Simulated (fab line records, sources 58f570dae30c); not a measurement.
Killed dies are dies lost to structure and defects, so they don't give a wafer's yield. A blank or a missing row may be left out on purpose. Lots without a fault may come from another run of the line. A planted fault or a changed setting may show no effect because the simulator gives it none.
Which tool did it? | flow berkeley_cmos170 | 7 lots, 21 wafers sampled, at 1 step of a route of 331

WHAT THE GAUGES READ, wafer by wafer
UCB170_NWELL_THK_MEAS_05.
lot  | measured    | on            | NWELL_NITRIDE_THK (nm)
L356 | day 3 04:40 | film_metro-04 | 220.0 218.6 218.4
L358 | day 3 22:44 | film_metro-01 | 219.4 219.1 218.2
L360 | day 4 05:49 | film_metro-04 | 218.3 221.7 220.6
L363 | day 4 21:29 | film_metro-04 | 215.6 215.9 213.6
L368 | day 5 22:01 | film_metro-02 | 216.0 217.0 216.7
L370 | day 6 07:03 | film_metro-04 | 216.6 217.5 216.9
L373 | day 6 22:28 | film_metro-02 | 217.6 217.6 216.9

WHICH TOOL RAN EACH LOT (tool, then ch and the chambers of the sampled wafers, then the start)
The record holds no process step before these readings.

THE ANSWER, worked out from the rows above alone
Rule: what is usual is taken from the lots themselves. Put in order of their means at a reading, lots are off if they are a third of the lots or fewer, leave a main group of 4 or more, and stand apart from it by a gap of 3 or more times the standard deviation of the main group's means; of several such gaps the widest counts. A main group whose means are all the same, to the digits that the tables above print for the reading, isn't used. A lot without any number at a reading at which 4 lots or more have one is off too. The other lots that the step has rows for count as sound.
No lot is off at any reading shown: from this, nothing can be told.

WHAT THE SIMULATOR HAD PUT IN
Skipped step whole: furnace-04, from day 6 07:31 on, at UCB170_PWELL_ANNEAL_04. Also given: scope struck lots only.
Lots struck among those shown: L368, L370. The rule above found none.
